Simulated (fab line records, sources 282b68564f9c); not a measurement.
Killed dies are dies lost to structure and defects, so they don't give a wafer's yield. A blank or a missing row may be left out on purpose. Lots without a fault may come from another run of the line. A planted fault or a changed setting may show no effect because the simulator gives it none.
Which tool did it? | flow rit_cmos | 14 lots, 42 wafers sampled, at 2 steps of a route of 202

WHAT THE GAUGES READ, wafer by wafer
The record holds no reading of a measuring or inspecting step that can be judged against a usual standard deviation.

WHICH TOOL RAN EACH LOT (tool, then ch and the chambers of the sampled wafers, then the start)
lot  | RIT_GATE_ETCH_19                | RIT_M1_PROBE_99
L818 | rie_si-02 ch 0,2, day 2 15:04   | -
L819 | rie_si-01 ch 0,2,3, day 2 23:22 | -
L821 | rie_si-01 ch 1,2,3, day 3 06:57 | -
L822 | rie_si-02 ch 0,1, day 3 11:01   | -
L823 | rie_si-01 ch 0,1,2, day 3 15:11 | -
L824 | rie_si-02 ch 0,2,3, day 4 02:49 | -
L826 | rie_si-02 ch 2,3, day 4 08:19   | -
L830 | rie_si-02 ch 0,1,2, day 5 02:04 | -
L831 | rie_si-01 ch 0,2,3, day 5 09:05 | -
L833 | rie_si-01 ch 2,3, day 5 15:21   | -
L834 | rie_si-02 ch 0,1,2, day 5 20:26 | -
L836 | rie_si-02 ch 0,2,3, day 6 08:41 | -
L838 | rie_si-02 ch 0,2,3, day 6 16:34 | prober-02, day 7 13:53
L840 | rie_si-02 ch 0,3, day 7 04:26   | -
- RIT_GATE_ETCH_19: etches poly-Si in SF6/CHF3/O2, stops on SiO2, time 165 s, target depth 312.5 nm.
- RIT_M1_PROBE_99

WHAT THE TOOLS THEMSELVES READ (means of the sampled wafers that have a number; where no wafer has one, the mark that the record gives instead)
RIT_GATE_ETCH_19. Usual: drypump_motor_current_A 5.9 A, standard deviation 0.37; oes_product_au 0.845 a.u., standard deviation 0.015; throttle_valve_pct 10.37 %, standard deviation 0.11.
lot  | tool      | drypump_motor_current_A (A) | oes_product_au (a.u.) | throttle_valve_pct (%) | flag
L818 | rie_si-02 | 6.2                         | 0.821                 | 10.41                  |
L819 | rie_si-01 | 5.7                         | 0.840                 | 10.40                  |
L821 | rie_si-01 | 5.6                         | 0.837                 | 10.47                  |
L822 | rie_si-02 | 5.8                         | 0.864                 | 10.31                  |
L823 | rie_si-01 | 5.9                         | 0.852                 | 10.42                  |
L824 | rie_si-02 | 6.0                         | 0.836                 | 10.34                  |
L826 | rie_si-02 | 6.3                         | 0.840                 | 10.37                  |
L830 | rie_si-02 | 6.1                         | 0.843                 | 10.35                  |
L831 | rie_si-01 | 5.7                         | 0.833                 | 10.39                  |
L833 | rie_si-01 | 5.6                         | 0.832                 | 10.49                  |
L834 | rie_si-02 | 6.1                         | 0.851                 | 10.35                  |
L836 | rie_si-02 | 6.1                         | 0.841                 | 10.35                  |
L838 | rie_si-02 | 6.0                         | 0.842                 | 10.36                  |
L840 | rie_si-02 | 5.8                         | 0.854                 | 10.31                  |

RIT_M1_PROBE_99. Usual: killed_at_M0_to_M3 0.0, standard deviation 0.12; killed_at_contacts 0.1, standard deviation 0.29; killed_at_front_end 6, standard deviation 3; killed_dies 7, standard deviation 3.1; killed_open 3.2, standard deviation 1.9; killed_short 3.3, standard deviation 1.9.
lot  | tool      | killed_at_M0_to_M3 | killed_at_contacts | killed_at_front_end | killed_dies | killed_open | killed_short | flag
L838 | prober-02 | 0.0                | 0.0                | 6                   | 6           | 3.0         | 3.0          |

THE ANSWER, worked out from the rows above alone
Rule: a lot is off if the mean of its wafers that have a number lies more than 3 standard deviations from the usual mean. A lot without any number at a reading at which 4 lots or more have one is off too. The other lots that the step has rows for count as sound. The gauges are gone through in route order, then the tools' own readings, and for those a lot's mean is taken as printed above. The first step at which some lot is off is used, and at that step the reading that is off furthest; a lot without a number counts as furthest.
No lot is off at any reading shown: from this, nothing can be told.

WHAT THE SIMULATOR HAD PUT IN
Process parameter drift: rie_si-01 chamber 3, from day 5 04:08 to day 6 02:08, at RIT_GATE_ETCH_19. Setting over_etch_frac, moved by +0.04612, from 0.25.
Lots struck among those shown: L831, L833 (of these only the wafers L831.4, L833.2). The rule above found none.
